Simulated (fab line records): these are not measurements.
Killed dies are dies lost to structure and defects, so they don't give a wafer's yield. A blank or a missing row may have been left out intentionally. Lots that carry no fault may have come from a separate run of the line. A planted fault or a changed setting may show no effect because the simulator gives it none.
A lot that was struck, set against a sound lot :: flow ritCmos :: 18 out of 202 route steps
Sound: wafers L347.2, L347.5, L347.6. The struck wafers were L357.1, L357.4, L357.5. Last of all comes the cause.
Each step with rows lists, per side, the tool, then ch with its chambers, then its first start. Under that, the readings that differ: sound wafers :: struck wafers :: difference of the means :: sigmas: that difference in standard deviations of wafers without a fault.
alike: words and numbers the same on both sides, and readings whose means are apart by under 2 such deviations; not compared: readings that were withheld, readings missing a value for some wafer, numbers with overlapping values and no deviation given by the record, and bounds like >300 which may hide the same value.
A row with sigmas, a row that says differs or no value, or rows on one side alone: a step with any of these is where the two part. When numbers do not overlap yet have no deviation, they are printed without sigmas and do not part them. A reading missing from all wafers of one side parts the sides only when that side holds two or more wafers.

first, 4 steps without rows for these wafers: RIT_PSD_SOFTBAKE_02 (time 60 s); RIT_PSD_EXPOSE_03 (exposes mask M10, target cd 40900 nm); RIT_PSD_PEB_04; RIT_PSD_DEVELOP_05 (develop time 50 s).
RIT_PSD_OVL_MEAS_06:
  struck on overlay-02, day 5 21:37; sound on overlay-01, day 3 16:47
  alike: PSD_OVL
then, 2 steps without rows for these wafers: RIT_PSD_HARDBAKE_07 (time 60 s); RIT_PSD_IMPLANT_08.
RIT_PSD_STRIP_09: strips in O2, time 180 s.
  sound on plasmaAsher-03 ch 0,1, day 3 17:07; struck on plasmaAsher-02 ch 0,1, day 5 21:57
  alike: drypumpMotorCurrentA
  not compared: rfHoursCounterH
RIT_PSD_TW_MEAS_10:
  struck on filmMetro-02, day 5 22:07; sound on filmMetro-01, day 3 17:19
  alike: PSD_TW
then, 3 steps without rows for these wafers: RIT_SDANNEAL_CLEAN_00 (cleans in SC1, time 600 s); RIT_SDANNEAL_CLEAN_01 (cleans in dHF, time 30 s); RIT_SDANNEAL_CLEAN_02 (cleans in SC2, time 600 s).
RIT_SDANNEAL_RTA_03: time 5 s.
  sound on rtpAnneal-02 ch 0, day 3 17:45; struck on rtpAnneal-01 ch 0, day 5 22:33
reading: wafer_temp_C_max
sound: 1054.0 1051.2 1052.4
struck: 1045.2 1044.9 1048.2
difference: -6.4
sigmas: -5
RIT_SDANNEAL_RS_MEAS_04: uses a four-point probe to measure.
  struck on filmMetro-02, day 5 22:58; sound on filmMetro-01, day 3 17:49
reading: PSD_RS (ohm/sq)
sound: 116.6 116.4 116.1
struck: 121.8 122.0 121.6
difference: +5.4
sigmas: +18
  not compared: hold
RIT_SDANNEAL_RS_MEAS_05: uses a four-point probe to measure.
  struck on filmMetro-02, day 6 05:20; sound on filmMetro-01, day 3 17:56
reading: hold
sound: - - -
struck: awaitDispo/6.3h/release awaitDispo/6.3h/release awaitDispo/6.3h/release
difference: no value on the sound wafers
sigmas: 
  alike: NSD_RS
RIT_SDANNEAL_RS_MEAS_06: uses a four-point probe to measure.
  struck on filmMetro-02, day 6 05:44; sound on filmMetro-01, day 3 18:04
reading: PLDD_RS (ohm/sq)
sound: 179.0 178.8 179.3
struck: 183.9 183.9 184.2
difference: +5.0
sigmas: +10
  not compared: hold
RIT_SDANNEAL_RS_MEAS_07: uses a four-point probe to measure.
  struck on filmMetro-02, day 6 08:00; sound on filmMetro-01, day 3 18:11
reading: hold
sound: - - -
struck: awaitDispo/2.1h/release awaitDispo/2.1h/release awaitDispo/2.1h/release
difference: no value on the sound wafers
sigmas: 
  alike: NLDD_RS
RIT_M1_PROBE_99:
  only the struck wafers here have rows in the record (prober-02, day 6 14:52); the sound ones have none

## WHERE THEY PART
First at RIT_SDANNEAL_RTA_03; last, within this record, at RIT_M1_PROBE_99.

WHY: what the simulator had put in
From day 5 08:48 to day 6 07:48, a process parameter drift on rtpAnneal-01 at RIT_SDANNEAL_RTA_03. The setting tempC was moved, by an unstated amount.
